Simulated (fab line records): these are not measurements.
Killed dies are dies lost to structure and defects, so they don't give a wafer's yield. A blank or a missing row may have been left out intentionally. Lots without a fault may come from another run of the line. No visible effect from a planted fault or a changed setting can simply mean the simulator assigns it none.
fab line records    flow ritCmos
[record] lots = 5  wafers = 15  lastDay = 7
route steps=202 shown GATE@77 FOX2@80 REOX@98 NLDD@103
lots untouched by any fault: they come from a run of this same line in which no faults occurred
startH: start of the lot's first displayed wafer, in hours after the record's first day    waitH: time in hours since the lot's previous step    " as in the row above    L1.1+2: one row covering several wafers at once    - no value present, or no start provided    * or withheld: withheld    < > ~ a bound
route shown NAME@n: NAME is a module with steps in the file, n the number in the route of the first one    usual: mean and standard deviation over wafers with no fault    same: alike in all rows    chamber/n: place in a boat    sites: readings site by site    _std_site: standard deviation of those values    _edge_site: inner sites' mean taken away from outer sites' mean    radiusMm: for every site, how far away it sits from the centre of the wafer    mask NAME#n: copy n    behind: the most recent tool/chamber to have shaped the wafer    hold: the reason the lot was held/the length of the hold in hours/how it ended    device: whichever transistor did not switch (one of n, p or np)    end of line: the route-end tests of the same wafers    for a step that has no rows: nothing shown but its recipe    killed: dies that structure and defects cost at the first sort, which is not the same as the wafer's yield    map: dies across one wafer; x = killed, . = not, _ = none there
set.NAME: the run value of the setting; set.NAME@STEP: its run value at that earlier step    model.NAME: the simulator's own value behind a step, which no gauge read
lots seen at some steps along the route; tables by step, rows by wafer
services: from which hour (startH, from the record's first day; less than 0 if before it) a tool's chamber was out of use, for how many hours, and why
[[steps]]
[step RIT_GATE_CLEAN_02]
[recipe] chemistry = dHF  dilution = 50:1  timeS = 30
lot.wafer   tool         chamber  startH  waitH
L075.1+4+5  wetBench-01  0        38.80   0.0
L076.1+4+5  wetBench-03  0        42.35   0.0
L079.3+4+6  wetBench-03  3        59.27   0.0
L080.3+4+5  wetBench-01  2        63.55   0.0
L090.2+4+5  wetBench-01  3        121.40  0.0
[step RIT_GATE_CLEAN_03]
[recipe] chemistry = SC2  mix = 3:3:50  timeS = 600  tempC = 75  dry = n2Spin
[usual] bathHeatDutyPct = 16.0/1.3
lot.wafer  tool         chamber  startH  waitH  bathHeatDutyPct
L075.1     wetBench-03  0        38.82   0.0    15.1
L075.4     "            0        "       "      14.0
L075.5     "            0        "       "      14.8
L076.1     wetBench-01  0        42.37   0.0    16.5
L076.4     "            0        "       "      16.2
L076.5     "            0        "       "      16.9
L079.3     wetBench-03  1        59.29   0.0    15.3
L079.4     "            1        "       "      17.1
L079.6     "            1        "       "      16.4
L080.3     wetBench-03  0        63.56   0.0    14.8
L080.4     "            0        "       "      14.6
L080.5     "            0        "       "      14.6
L090.2     wetBench-03  1        121.41  0.0    16.1
L090.4     "            1        "       "      16.4
L090.5     "            1        "       "      16.0
[step RIT_GATE_CLEAN_04]
[recipe] chemistry = dHF  dilution = 50:1  timeS = 60  dry = n2Spin
lot.wafer   tool         chamber  startH  waitH
L075.1+4+5  wetBench-02  0        38.99   0.0
L076.1+4+5  wetBench-02  0        42.54   0.0
L079.3+4+6  wetBench-03  0        59.50   0.0
L080.3+4+5  wetBench-01  3        63.74   0.0
L090.2+4+5  wetBench-02  2        121.59  0.0
[step RIT_FOX2_THK_MEAS_91]
[recipe] reads = SiO2_of_FOX2_OXIDATION_00
[usual] FIELD_OXIDE_LEFT_2_THK = 256/7.7
lot.wafer  tool          chamber  startH  waitH  FIELD_OXIDE_LEFT_2_THK[nm]
L075.1     filmMetro-04  -        39.02   0.0    261
L075.4     "             -        "       "      260
L075.5     "             -        "       "      264
L076.1     filmMetro-04  -        42.57   0.0    264
L076.4     "             -        "       "      263
L076.5     "             -        "       "      261
L079.3     filmMetro-04  -        59.55   0.0    261
L079.4     "             -        "       "      256
L079.6     "             -        "       "      257
L080.3     filmMetro-02  -        63.78   0.0    250
L080.4     "             -        "       "      248
L080.5     "             -        "       "      243
L090.2     filmMetro-04  -        121.62  0.0    248
L090.4     "             -        "       "      243
L090.5     "             -        "       "      247
[step RIT_GATE_OXIDATION_05]
[recipe] tempC = 900  ambient = O2  targetThkA = 30  oxTimeS = 270
[usual] oxTempCMax = 905.0/1.3  zonePowerLoadPct = 26.7/0.5
lot.wafer  tool        chamber  startH  waitH  oxTempCMax  zonePowerLoadPct
L075.1     furnace-03  0        39.08   0.1    908.2       26.1
L075.4     "           0        "       "      906.3       26.5
L075.5     "           0        "       "      905.7       26.2
L076.1     furnace-04  0        44.36   1.8    904.7       26.7
L076.4     "           0        "       "      905.5       27.0
L076.5     "           0        "       "      905.7       26.5
L079.3     furnace-03  0        59.59   0.0    905.5       26.5
L079.4     "           0        "       "      906.4       26.0
L079.6     "           0        "       "      905.5       26.2
L080.3     furnace-01  0        64.05   0.3    902.6       27.2
L080.4     "           0        "       "      903.0       27.9
L080.5     "           0        "       "      903.9       27.1
L090.2     furnace-04  0        126.18  4.5    905.7       26.6
L090.4     "           0        "       "      905.1       26.5
L090.5     "           0        "       "      904.4       26.7
[step RIT_GATE_ANNEAL_06]
[recipe] tempC = 900  timeS = 600  ambient = N2O
[usual] zonePowerLoadPct = 26.7/0.48
lot.wafer  tool        chamber  startH  waitH  zonePowerLoadPct
L075.1     furnace-01  0        41.27   1.1    27.1
L075.4     "           0        "       "      27.3
L075.5     "           0        "       "      27.0
L076.1     furnace-01  0        46.60   1.2    26.9
L076.4     "           0        "       "      27.8
L076.5     "           0        "       "      27.4
L079.3     furnace-01  0        62.49   1.8    27.3
L079.4     "           0        "       "      27.5
L079.6     "           0        "       "      27.6
L080.3     furnace-04  0        68.21   3.1    26.7
L080.4     "           0        "       "      26.7
L080.5     "           0        "       "      26.7
L090.2     furnace-04  0        128.56  1.3    26.7
L090.4     "           0        "       "      26.7
L090.5     "           0        "       "      27.3
[step RIT_GATE_THK_MEAS_07]
[recipe] reads = SiO2_of_GATE_OXIDATION_05
[usual] GATE_OXIDE_THK = 3.02/0.066
lot.wafer  tool          chamber  startH  waitH  GATE_OXIDE_THK[nm]
L075.1     filmMetro-01  -        41.52   0.0    3.06
L075.4     "             -        "       "      3.04
L075.5     "             -        "       "      2.92
L076.1     filmMetro-01  -        46.85   0.0    2.99
L076.4     "             -        "       "      3.00
L076.5     "             -        "       "      3.07
L079.3     filmMetro-01  -        62.76   0.0    3.02
L079.4     "             -        "       "      2.95
L079.6     "             -        "       "      3.01
L080.3     filmMetro-04  -        68.48   0.0    2.92
L080.4     "             -        "       "      2.94
L080.5     "             -        "       "      3.01
L090.2     filmMetro-02  -        128.82  0.0    3.07
L090.4     "             -        "       "      3.08
L090.5     "             -        "       "      3.08
[step RIT_GATE_CVD_08]
[recipe] material = poly-Si  targetThkNm = 250  tempC = 610  precursor = SiH4  timeS = 2220  pressureMtorr = 300  sih4FlowSccm = 100
[usual] zonePowerLoadPct = 12.0/1.5
lot.wafer  tool      chamber  startH  waitH  zonePowerLoadPct
L075.1     lpcvd-02  1        41.58   0.1    13.5
L075.4     "         1        "       "      13.7
L075.5     "         1        "       "      13.7
L076.1     lpcvd-02  1        46.91   0.1    13.5
L076.4     "         1        "       "      13.7
L076.5     "         1        "       "      13.4
L079.3     lpcvd-02  0        62.80   0.0    13.0
L079.4     "         0        "       "      12.7
L079.6     "         0        "       "      12.9
L080.3     lpcvd-02  0        68.52   0.0    12.9
L080.4     "         0        "       "      12.8
L080.5     "         0        "       "      12.7
L090.2     lpcvd-02  1        130.17  1.3    13.8
L090.4     "         1        "       "      13.5
L090.5     "         1        "       "      13.6
[step RIT_GATE_THK_MEAS_09]
[recipe] reads = poly-Si_of_GATE_CVD_08
[usual] GATE_POLY_THK = 251.1/2.3
lot.wafer  tool          chamber  startH  waitH  GATE_POLY_THK[nm]
L075.1     filmMetro-02  -        43.19   0.0    254.5
L075.4     "             -        "       "      253.4
L075.5     "             -        "       "      250.8
L076.1     filmMetro-01  -        48.53   0.0    251.3
L076.4     "             -        "       "      250.3
L076.5     "             -        "       "      250.6
L079.3     filmMetro-02  -        64.43   0.0    249.0
L079.4     "             -        "       "      248.7
L079.6     "             -        "       "      250.0
L080.3     filmMetro-02  -        70.16   0.0    249.3
L080.4     "             -        "       "      252.0
L080.5     "             -        "       "      250.2
L090.2     filmMetro-04  -        131.80  0.0    252.1
L090.4     "             -        "       "      252.9
L090.5     "             -        "       "      253.2
[step RIT_GATE_HMDS_10]
[recipe] primeTimeS = 60  primeTempC = 140
[usual] exhaustPa = 45.1/0.95
lot.wafer  tool           chamber  startH  waitH  exhaustPa
L075.1     lithoTrack-02  0        43.25   0.1    44.5
L075.4     "              0        "       "      45.0
L075.5     "              0        "       "      46.2
L076.1     lithoTrack-02  0        48.59   0.1    43.5
L076.4     "              0        "       "      44.2
L076.5     "              0        "       "      45.7
L079.3     lithoTrack-03  0        64.52   0.1    44.9
L079.4     "              0        "       "      43.8
L079.6     "              0        "       "      44.8
L080.3     lithoTrack-03  0        70.41   0.2    45.6
L080.4     "              0        "       "      46.2
L080.5     "              0        "       "      46.5
L090.2     lithoTrack-02  0        131.89  0.1    45.5
L090.4     "              0        "       "      47.1
L090.5     "              0        "       "      45.2
[step RIT_GATE_COAT_11]
[recipe] resist = NOVOLAK  spinRpm = 4250  resistThkNm = 850
[usual] exhaustPa = 44.9/0.8
lot.wafer  tool           chamber  startH  waitH  exhaustPa
L075.1     lithoTrack-02  0        43.40   0.1    43.8
L075.4     "              0        "       "      43.9
L075.5     "              0        "       "      44.8
L076.1     lithoTrack-02  0        48.74   0.1    45.2
L076.4     "              0        "       "      46.4
L076.5     "              0        "       "      44.9
L079.3     lithoTrack-03  0        64.67   0.1    45.4
L079.4     "              0        "       "      45.6
L079.6     "              0        "       "      44.8
L080.3     lithoTrack-03  0        70.56   0.1    44.2
L080.4     "              0        "       "      44.7
L080.5     "              0        "       "      45.1
L090.2     lithoTrack-02  0        132.04  0.1    45.1
L090.4     "              0        "       "      46.1
L090.5     "              0        "       "      45.0
[step RIT_GATE_SOFTBAKE_12]
[recipe] resist = NOVOLAK  tempC = 90  timeS = 60
[usual] exhaustPa = 44.8/0.8  heaterPowerTotalW = 34.56/0.046
lot.wafer  tool           chamber  startH  waitH  exhaustPa  heaterPowerTotalW
L075.1     lithoTrack-02  0        43.55   0.1    44.9       34.54
L075.4     "              0        "       "      44.4       34.60
L075.5     "              0        "       "      43.7       34.63
L076.1     lithoTrack-02  0        48.89   0.1    45.1       34.54
L076.4     "              0        "       "      45.0       34.60
L076.5     "              0        "       "      45.6       34.58
L079.3     lithoTrack-03  0        64.82   0.1    45.9       34.63
L079.4     "              0        "       "      43.9       34.60
L079.6     "              0        "       "      45.2       34.52
L080.3     lithoTrack-03  0        70.71   0.1    45.5       34.56
L080.4     "              0        "       "      44.5       34.55
L080.5     "              0        "       "      43.5       34.60
L090.2     lithoTrack-02  0        132.19  0.1    45.1       34.47
L090.4     "              0        "       "      45.5       34.58
L090.5     "              0        "       "      46.0       34.56
[step RIT_GATE_EXPOSE_13]
[recipe] maskId = M6  na = 0.6  sourceShape = conventional  sigmaOuter = 0.6  targetCdNm = 150  doseMj = 380
[usual] reticleTempC = 22.99/0.1
lot.wafer  tool             chamber  startH  waitH  mask  reticleTempC
L075.1     ilineStepper-01  0        43.83   0.2    M6#0  22.84
L075.4     "                0        "       "      M6#0  23.03
L075.5     "                0        "       "      M6#0  22.90
L076.1     ilineStepper-02  0        49.16   0.2    M6#0  22.82
L076.4     "                0        "       "      M6#0  22.96
L076.5     "                0        "       "      M6#0  22.84
L079.3     ilineStepper-01  0        65.09   0.2    M6#0  23.05
L079.4     "                0        "       "      M6#0  22.81
L079.6     "                0        "       "      M6#0  22.90
L080.3     ilineStepper-01  0        70.85   0.1    M6#0  22.95
L080.4     "                0        "       "      M6#0  23.03
L080.5     "                0        "       "      M6#0  22.96
L090.2     ilineStepper-02  0        132.56  0.3    M6#0  23.03
L090.4     "                0        "       "      M6#0  23.12
L090.5     "                0        "       "      M6#0  23.01
[step RIT_GATE_PEB_14]
[recipe] resist = NOVOLAK  tempC = withheld  timeS = withheld
[usual] exhaustPa = 45.0/0.97
lot.wafer  tool           chamber  startH  waitH  exhaustPa
L075.1     lithoTrack-01  0        43.94   0.1    44.9
L075.4     "              0        "       "      43.3
L075.5     "              0        "       "      44.5
L076.1     lithoTrack-03  0        49.29   0.1    45.8
L076.4     "              0        "       "      45.4
L076.5     "              0        "       "      45.0
L079.3     lithoTrack-02  0        65.22   0.1    45.1
L079.4     "              0        "       "      44.3
L079.6     "              0        "       "      44.7
L080.3     lithoTrack-02  0        70.98   0.1    45.7
L080.4     "              0        "       "      44.4
L080.5     "              0        "       "      46.4
L090.2     lithoTrack-01  0        132.68  0.1    44.8
L090.4     "              0        "       "      44.9
L090.5     "              0        "       "      45.6
[step RIT_GATE_DEVELOP_15]
[recipe] resist = NOVOLAK  developTimeS = 50  devTempC = 23
[usual] exhaustPa = 45.0/0.8
lot.wafer  tool           chamber  startH  waitH  exhaustPa
L075.1     lithoTrack-01  0        -       -      43.9
L075.4     "              0        "       "      44.9
L075.5     "              0        "       "      43.7
L076.1     lithoTrack-03  0        -       -      44.2
L076.4     "              0        "       "      44.0
L076.5     "              0        "       "      45.0
L079.3     lithoTrack-02  0        -       -      46.1
L079.4     "              0        "       "      44.7
L079.6     "              0        "       "      45.4
L080.3     lithoTrack-02  0        -       -      46.3
L080.4     "              0        "       "      45.8
L080.5     "              0        "       "      46.4
L090.2     lithoTrack-01  0        -       -      44.7
L090.4     "              0        "       "      45.0
L090.5     "              0        "       "      45.9
[step RIT_GATE_CD_MEAS_16]
[recipe] targetCdNm = 150
[usual] cdNm = 150.2/2.6
lot.wafer  tool      chamber  startH  waitH  cdNm
L075.1     cdSem-02  -        44.23   -      152.9
L075.4     "         -        "       "      152.1
L075.5     "         -        "       "      151.0
L076.1     cdSem-01  -        49.58   -      150.1
L076.4     "         -        "       "      152.3
L076.5     "         -        "       "      148.9
L079.3     cdSem-02  -        65.49   -      149.2
L079.4     "         -        "       "      149.1
L079.6     "         -        "       "      151.2
L080.3     cdSem-01  -        71.25   -      151.2
L080.4     "         -        "       "      149.8
L080.5     "         -        "       "      150.4
L090.2     cdSem-02  -        132.96  -      147.5
L090.4     "         -        "       "      149.0
L090.5     "         -        "       "      149.4
[step RIT_GATE_OVL_MEAS_17]
[usual] GATE_OVL = -0.6/1.4
lot.wafer  tool        chamber  startH  waitH  GATE_OVL[nm]
L075.1     overlay-02  -        44.35   0.1    -0.6
L075.4     "           -        "       "      -1.0
L075.5     "           -        "       "      -1.3
L076.1     overlay-02  -        49.70   0.1    -2.6
L076.4     "           -        "       "      -2.1
L076.5     "           -        "       "      -3.4
L079.3     overlay-02  -        65.58   0.1    -1.6
L079.4     "           -        "       "      -0.3
L079.6     "           -        "       "      -0.5
L080.3     overlay-01  -        71.34   0.1    1.3
L080.4     "           -        "       "      2.4
L080.5     "           -        "       "      2.2
L090.2     overlay-01  -        133.06  0.1    0.5
L090.4     "           -        "       "      -0.1
L090.5     "           -        "       "      -1.2
[step RIT_GATE_HARDBAKE_18]
[recipe] resist = NOVOLAK  tempC = 140  timeS = 60
[usual] exhaustPa = 45.0/0.88  heaterPowerTotalW = 62.55/0.053
lot.wafer  tool           chamber  startH  waitH  exhaustPa  heaterPowerTotalW
L075.1     lithoTrack-03  0        44.38   0.0    45.9       62.55
L075.4     "              0        "       "      46.6       62.54
L075.5     "              0        "       "      46.1       62.58
L076.1     lithoTrack-01  0        49.73   0.0    45.4       62.60
L076.4     "              0        "       "      44.5       62.51
L076.5     "              0        "       "      45.1       62.49
L079.3     lithoTrack-02  0        65.66   0.1    44.1       62.56
L079.4     "              0        "       "      43.5       62.56
L079.6     "              0        "       "      43.6       62.51
L080.3     lithoTrack-03  0        71.42   0.1    43.6       62.54
L080.4     "              0        "       "      43.9       62.50
L080.5     "              0        "       "      44.5       62.54
L090.2     lithoTrack-01  0        133.12  0.0    44.9       62.61
L090.4     "              0        "       "      44.5       62.49
L090.5     "              0        "       "      44.3       62.53
[step RIT_GATE_ETCH_19]
[recipe] chemistry = SF6/CHF3/O2  timeS = 165  SF6_flow_sccm = 30  CHF3_flow_sccm = 30  O2_flow_sccm = 5  target = poly-Si  pressureMtorr = 40  rfW = 160  targetDepthA = 3125  overEtchFrac = 0.25  stopOn = SiO2
[usual] drypumpMotorCurrentA = 5.8/0.52  oesProductAu = 0.852/0.014  throttleValvePct = 10.21/0.15
[same] overEtchFrac = 0.25
lot.wafer  tool      chamber  startH  waitH  drypumpMotorCurrentA  oesProductAu  rfHoursCounterH  throttleValvePct
L075.1     rieSi-01  0        44.53   0.1    5.2                   0.893         19               10.38
L075.4     "         2        "       "      6.2                   0.847         97               10.40
L075.5     "         2        "       "      6.1                   0.847         -                10.40
L076.1     rieSi-02  0        49.88   0.1    6.4                   0.846         91               10.08
L076.4     "         1        "       "      6.1                   0.839         165              10.26
L076.5     "         2        "       "      4.8                   0.854         -                9.97
L079.3     rieSi-01  0        65.76   0.1    5.2                   0.870         19               10.36
L079.4     "         1        "       "      5.6                   0.849         133              10.28
L079.6     "         1        "       "      5.6                   0.842         -                10.26
L080.3     rieSi-02  2        71.52   0.1    4.8                   0.843         141              9.94
L080.4     "         0        "       "      6.4                   0.844         -                10.07
L080.5     "         2        "       "      4.8                   0.851         -                9.96
L090.2     rieSi-01  3        133.24  0.1    6.0                   0.846         142              10.12
L090.4     "         1        "       "      5.6                   0.859         134              10.26
L090.5     "         2        "       "      6.2                   0.846         -                10.41
[step RIT_GATE_STRIP_20]
[recipe] chemistry = O2  timeS = 180  resist = NOVOLAK  platenTempC = withheld  powerW = 500  pressureMtorr = 4000  o2FlowSccm = 4000
[usual] drypumpMotorCurrentA = 5.8/0.42
lot.wafer  tool            chamber  startH  waitH  drypumpMotorCurrentA  rfHoursCounterH
L075.1     plasmaAsher-03  1        44.64   0.1    5.2                   25
L075.4     "               0        "       "      5.8                   -
L075.5     "               0        "       "      5.8                   -
L076.1     plasmaAsher-04  0        49.99   0.1    5.3                   44
L076.4     "               1        "       "      5.9                   -
L076.5     "               0        "       "      5.3                   -
L079.3     plasmaAsher-02  0        65.92   0.1    6.5                   -
L079.4     "               1        "       "      5.9                   -
L079.6     "               1        "       "      5.9                   -
L080.3     plasmaAsher-03  1        71.68   0.1    5.3                   -
L080.4     "               0        "       "      5.8                   -
L080.5     "               0        "       "      5.8                   -
L090.2     plasmaAsher-04  1        133.35  0.1    5.9                   53
L090.4     "               0        "       "      5.3                   -
L090.5     "               1        "       "      5.9                   -
[step RIT_GATE_CD_MEAS_90]
[recipe] targetCdNm = 150
[usual] cdNm = 150.3/2.6
lot.wafer  tool      chamber  startH  waitH  cdNm
L075.1     cdSem-01  -        44.82   0.1    153.1
L075.4     "         -        "       "      152.2
L075.5     "         -        "       "      151.0
L076.1     cdSem-01  -        50.17   0.1    150.2
L076.4     "         -        "       "      152.3
L076.5     "         -        "       "      149.3
L079.3     cdSem-01  -        66.08   0.1    149.3
L079.4     "         -        "       "      149.4
L079.6     "         -        "       "      151.6
L080.3     cdSem-01  -        71.84   0.1    151.1
L080.4     "         -        "       "      149.9
L080.5     "         -        "       "      150.2
L090.2     cdSem-02  -        133.55  0.1    147.9
L090.4     "         -        "       "      148.9
L090.5     "         -        "       "      149.3
[step RIT_REOX_CLEAN_00]
[recipe] chemistry = SC1  mix = 3:3:50  timeS = 600  tempC = 75
[usual] bathHeatDutyPct = 16.3/1.5
lot.wafer  tool         chamber  startH  waitH  bathHeatDutyPct
L075.1     wetBench-01  1        44.94   0.1    15.9
L075.4     "            1        "       "      19.0
L075.5     "            1        "       "      16.1
L076.1     wetBench-04  3        50.31   0.1    17.4
L076.4     "            3        "       "      16.5
L076.5     "            3        "       "      16.5
L079.3     wetBench-02  1        66.16   0.1    16.0
L079.4     "            1        "       "      15.4
L079.6     "            1        "       "      16.7
L080.3     wetBench-01  2        72.05   0.2    17.2
L080.4     "            2        "       "      16.8
L080.5     "            2        "       "      15.7
L090.2     wetBench-04  2        133.65  0.1    16.3
L090.4     "            2        "       "      16.3
L090.5     "            2        "       "      16.1
[step RIT_REOX_CLEAN_01]
[recipe] chemistry = dHF  dilution = 50:1  timeS = 30
lot.wafer   tool         chamber  startH  waitH
L075.1+4+5  wetBench-04  2        45.11   0.0
L076.1+4+5  wetBench-04  1        50.50   0.0
L079.3+4+6  wetBench-04  2        66.35   0.0
L080.3+4+5  wetBench-02  1        72.22   0.0
L090.2+4+5  wetBench-01  1        133.82  0.0
[step RIT_REOX_CLEAN_02]
[recipe] chemistry = SC2  mix = 3:3:50  timeS = 600  tempC = 75  dry = n2Spin
[usual] bathHeatDutyPct = 16.2/1.5
lot.wafer  tool         chamber  startH  waitH  bathHeatDutyPct
L075.1     wetBench-02  0        45.13   0.0    16.0
L075.4     "            0        "       "      15.6
L075.5     "            0        "       "      16.1
L076.1     wetBench-04  3        50.52   0.0    16.5
L076.4     "            3        "       "      17.5
L076.5     "            3        "       "      16.6
L079.3     wetBench-02  0        66.37   0.0    14.7
L079.4     "            0        "       "      15.3
L079.6     "            0        "       "      16.0
L080.3     wetBench-02  0        72.25   0.0    15.2
L080.4     "            0        "       "      14.5
L080.5     "            0        "       "      15.7
L090.2     wetBench-02  2        133.84  0.0    18.6
L090.4     "            2        "       "      18.3
L090.5     "            2        "       "      16.3
[step RIT_REOX_OXIDATION_03]
[recipe] tempC = 900  ambient = O2  targetThkA = 252  oxTimeS = 5580
[usual] oxTempCMax = 905.4/1.1  zonePowerLoadPct = 26.5/0.43
lot.wafer  tool        chamber  startH  waitH  oxTempCMax  zonePowerLoadPct
L075.1     furnace-03  0        45.95   0.6    904.6       26.3
L075.4     "           0        "       "      905.8       26.1
L075.5     "           0        "       "      906.6       26.6
L076.1     furnace-04  0        52.05   1.3    906.4       26.2
L076.4     "           0        "       "      905.0       26.8
L076.5     "           0        "       "      906.3       27.2
L079.3     furnace-03  0        68.30   1.7    904.6       26.4
L079.4     "           0        "       "      905.6       26.0
L079.6     "           0        "       "      905.1       26.5
L080.3     furnace-01  0        74.24   1.6    904.4       27.4
L080.4     "           0        "       "      902.9       26.9
L080.5     "           0        "       "      903.7       27.6
L090.2     furnace-03  0        136.22  2.2    906.2       27.3
L090.4     "           0        "       "      905.1       26.8
L090.5     "           0        "       "      905.8       25.7
[step RIT_REOX_THK_MEAS_04]
[recipe] reads = SiO2_of_REOX_OXIDATION_03
[usual] REOX_OXIDE_THK = 25.2/0.42
lot.wafer  tool          chamber  startH  waitH  REOX_OXIDE_THK[nm]
L075.1     filmMetro-02  -        48.50   0.0    26.0
L075.4     "             -        "       "      25.5
L075.5     "             -        "       "      25.8
L076.1     filmMetro-02  -        54.60   0.0    25.0
L076.4     "             -        "       "      24.8
L076.5     "             -        "       "      24.9
L079.3     filmMetro-03  -        70.87   0.0    25.2
L079.4     "             -        "       "      25.1
L079.6     "             -        "       "      25.2
L080.3     filmMetro-04  -        76.81   0.0    24.6
L080.4     "             -        "       "      25.3
L080.5     "             -        "       "      24.9
L090.2     filmMetro-03  -        138.78  0.0    25.1
L090.4     "             -        "       "      24.7
L090.5     "             -        "       "      24.5
[step RIT_NLDD_HMDS_00]
[recipe] primeTimeS = 60  primeTempC = 140
[usual] exhaustPa = 45.2/0.89
lot.wafer  tool           chamber  startH  waitH  exhaustPa
L075.1     lithoTrack-03  0        48.56   0.1    44.9
L075.4     "              0        "       "      43.5
L075.5     "              0        "       "      44.3
L076.1     lithoTrack-03  0        54.66   0.1    45.0
L076.4     "              0        "       "      44.7
L076.5     "              0        "       "      44.7
L079.3     lithoTrack-04  0        70.96   0.1    45.2
L079.4     "              0        "       "      45.2
L079.6     "              0        "       "      46.7
L080.3     lithoTrack-01  0        76.90   0.1    45.0
L080.4     "              0        "       "      45.8
L080.5     "              0        "       "      44.6
L090.2     lithoTrack-04  0        138.86  0.1    43.3
L090.4     "              0        "       "      44.7
L090.5     "              0        "       "      45.4
[step RIT_NLDD_COAT_01]
[recipe] resist = NOVOLAK  spinRpm = 3250  resistThkNm = 1000
[usual] exhaustPa = 44.9/0.78
lot.wafer  tool           chamber  startH  waitH  exhaustPa
L075.1     lithoTrack-03  0        48.71   0.1    45.7
L075.4     "              0        "       "      45.3
L075.5     "              0        "       "      45.2
L076.1     lithoTrack-03  0        54.81   0.1    44.8
L076.4     "              0        "       "      44.6
L076.5     "              0        "       "      44.1
L079.3     lithoTrack-04  0        71.11   0.1    45.0
L079.4     "              0        "       "      45.2
L079.6     "              0        "       "      45.4
L080.3     lithoTrack-01  0        77.05   0.1    44.7
L080.4     "              0        "       "      44.3
L080.5     "              0        "       "      44.1
L090.2     lithoTrack-04  0        139.01  0.1    44.2
L090.4     "              0        "       "      45.2
L090.5     "              0        "       "      45.4
[[services]]
tool             chamber  startH  hours  kind
rieSi-01         3        19.34   7.3    repair
ilineStepper-01  -        35.63   7.5    repair
rieSi-02         -        51.82   0.4    repair
plasmaAsher-03   -        54.35   4.3    repair
rieSi-02         1        58.37   5.7    repair
furnace-01       -        59.65   2.8    pm
ilineStepper-02  -        60.80   1.7    pm
rieSi-02         1        64.03   -      clean
rieSi-02         1        64.03   21.8   scheduledDown
rieSi-02         1        64.03   21.8   ventCycle
rieSi-01         3        67.72   10.5   repair
furnace-03       -        70.85   2.2    pm
rieSi-02         3        72.20   13.7   repair
ilineStepper-01  -        73.14   2.1    pm
ilineStepper-01  -        75.23   -      consumableReplace:lamp
furnace-03       -        85.52   3.0    pm
rieSi-02         2        98.77   6.6    repair
rieSi-02         -        105.37  2.8    pm
plasmaAsher-02   -        108.75  9.0    pm
plasmaAsher-02   0        108.75  9.0    ventCycle
plasmaAsher-02   1        108.75  9.0    ventCycle
plasmaAsher-02   0        117.75  -      clean
ilineStepper-02  -        120.50  3.4    repair
wetBench-01      -        138.83  1.8    repair
[[key]]
fault none
